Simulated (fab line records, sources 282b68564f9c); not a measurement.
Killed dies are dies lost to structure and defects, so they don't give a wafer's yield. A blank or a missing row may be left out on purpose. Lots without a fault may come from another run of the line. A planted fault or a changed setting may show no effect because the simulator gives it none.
Which tool did it? | flow rit_cmos | 13 lots, 39 wafers sampled, at 2 steps of a route of 202

WHAT THE GAUGES READ, wafer by wafer
RIT_GATE_CD_MEAS_16: target cd 150 nm. Usual: cd_nm 148.7 nm, standard deviation 2.5.
lot  | measured    | on        | cd_nm (nm)        | flag
L435 | day 2 12:52 | cd_sem-01 | 148.1 149.7 150.7 |
L436 | day 2 18:31 | cd_sem-01 | 150.3 152.0 150.1 |
L437 | day 2 23:35 | cd_sem-02 | 148.0 146.3 148.5 |
L439 | day 3 08:40 | cd_sem-01 | 149.1 150.3 146.9 |
L440 | day 3 13:05 | cd_sem-01 | 151.6 152.3 151.4 |
L441 | day 3 18:17 | cd_sem-02 | 148.4 147.4 146.0 |
L442 | day 3 23:21 | cd_sem-01 | 143.2 145.0 144.3 |
L447 | day 5 02:11 | cd_sem-02 | 141.2 140.9 143.5 |
L454 | day 6 11:16 | cd_sem-01 | 144.5 146.9 147.8 |
L455 | day 6 16:03 | cd_sem-02 | 152.0 150.0 149.9 |
L456 | day 6 20:55 | cd_sem-02 | 145.8 147.3 144.9 |
L457 | day 7 03:06 | cd_sem-02 | 144.2 144.3 143.5 |
L458 | day 7 08:31 | cd_sem-01 | 152.2 149.1 149.7 |

WHICH TOOL RAN EACH LOT (tool, then ch and the chambers of the sampled wafers, then the start)
lot  | RIT_GATE_EXPOSE_13
L435 | iline_stepper-01 ch 0, day 2 12:28
L436 | iline_stepper-01 ch 0, day 2 17:56
L437 | iline_stepper-01 ch 0, day 2 23:11
L439 | iline_stepper-01 ch 0, day 3 08:16
L440 | iline_stepper-01 ch 0, day 3 12:41
L441 | iline_stepper-01 ch 0, day 3 17:50
L442 | iline_stepper-02 ch 0, day 3 22:57
L447 | iline_stepper-01 ch 0, day 5 01:47
L454 | iline_stepper-01 ch 0, day 6 10:51
L455 | iline_stepper-02 ch 0, day 6 15:38
L456 | iline_stepper-01 ch 0, day 6 20:31
L457 | iline_stepper-02 ch 0, day 7 02:42
L458 | iline_stepper-01 ch 0, day 7 07:59
- RIT_GATE_EXPOSE_13: exposes mask M6, target cd 150 nm.

WHAT THE TOOLS THEMSELVES READ (means of the sampled wafers that have a number; where no wafer has one, the mark that the record gives instead)
The record holds no such reading with a usual standard deviation.

THE ANSWER, worked out from the rows above alone
Rule: a lot is off if the mean of its wafers that have a number lies more than 3 standard deviations from the usual mean. A lot without any number at a reading at which 4 lots or more have one is off too. The other lots that the step has rows for count as sound. The gauges are gone through in route order, then the tools' own readings, and for those a lot's mean is taken as printed above. The first step at which some lot is off is used, and at that step the reading that is off furthest; a lot without a number counts as furthest.
No lot is off at any reading shown: from this, nothing can be told.

WHAT THE SIMULATOR HAD PUT IN
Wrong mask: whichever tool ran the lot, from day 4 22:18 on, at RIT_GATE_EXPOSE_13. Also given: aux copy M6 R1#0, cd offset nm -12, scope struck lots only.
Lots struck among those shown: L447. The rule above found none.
